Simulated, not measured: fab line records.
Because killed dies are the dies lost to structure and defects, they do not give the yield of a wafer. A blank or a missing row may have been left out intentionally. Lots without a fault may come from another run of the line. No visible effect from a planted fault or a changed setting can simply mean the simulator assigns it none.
Struck lot and sound lot, side by side    flow berkeley_cmos170    15 steps out of a route of 331
Sound: these wafers, L412.2, L412.5, L412.6. Wafers L419.2, L419.4, L419.5 were the ones struck. The cause comes at the end.
For every step that has rows: the tool of each side, followed by ch and its chambers, followed by its first start. Under that, the readings that differ: sound wafers    struck wafers    difference of the means    sigmas: that difference in standard deviations of wafers without a fault.
alike: words and numbers the same on both sides, and readings whose means are apart by under 2 such deviations; not compared: readings that were withheld, readings missing a value for some wafer, numbers with overlapping values and no deviation given by the record, and bounds like >300 which may hide the same value.
The two part at a step that has a row with sigmas, a row that says differs or no value, or rows on one side only. Numbers that don't overlap but have no deviation are shown without sigmas and don't part them. A reading that every wafer of one side lacks parts them only if that side has two wafers or more.

first, 4 steps without rows for these wafers: UCB170_NWELL_WET_ETCH_19 (etches SiO2 in BOE, time 22 s); UCB170_PWELL_CLEAN_00 (cleans in SPM, time 600 s); UCB170_PWELL_CLEAN_01 (cleans in dHF, time 60 s); UCB170_PWELL_OXIDATION_02 (target thk 26.4 nm, ox time 1260 s).
UCB170_PWELL_THK_MEAS_03:
  struck on film_metro-02, day 5 06:54; sound on film_metro-03, day 3 13:15
reading               sound           struck          difference  sigmas
PWELL_OXIDE_THK (nm)  27.0 27.8 27.8  25.8 26.3 26.2  -1.4        -3
then, 2 steps without rows for these wafers: UCB170_PWELL_ANNEAL_04 (time 900 s); UCB170_PWELL_CVD_05 (deposits Si3N4 from SiH2Cl2/NH3, target thk 220 nm, time 3300 s).
UCB170_PWELL_THK_MEAS_06:
  struck on film_metro-04, day 5 16:31; sound on film_metro-04, day 3 21:48
  alike: PWELL_NITRIDE_THK
then, 4 steps without rows for these wafers: UCB170_PWELL_HMDS_07 (prime time 60 s); UCB170_PWELL_COAT_08 (resist thk 900 nm); UCB170_PWELL_SOFTBAKE_09 (time 60 s); UCB170_PWELL_EXPOSE_10 (exposes mask PWELL, target cd 3000 nm).
UCB170_PWELL_PEB_11:
  sound on litho_track-01 ch 0, day 3 23:08; struck on litho_track-03 ch 0, day 5 17:40
reading                   sound              struck             difference  sigmas
heater_power_total_W (W)  56.78 56.81 56.78  58.57 58.53 58.46  +1.73       +42
then, 1 step without rows for these wafers: UCB170_PWELL_DEVELOP_12 (develop time 45 s).
-- the record jumps here: 5 days lie between the struck wafers' starts before and after (it left off in module PWELL and takes up again in module M3, whose first step shown is number 331 of the route) --
UCB170_M3_PROBE_99:
  rows exist in the record for the struck wafers here (prober-02, day 10 23:14), but not for the sound ones

WHERE THEY PART
At UCB170_PWELL_THK_MEAS_03 first; at UCB170_M3_PROBE_99 last (within this record only).

WHY: the cause the simulator had injected
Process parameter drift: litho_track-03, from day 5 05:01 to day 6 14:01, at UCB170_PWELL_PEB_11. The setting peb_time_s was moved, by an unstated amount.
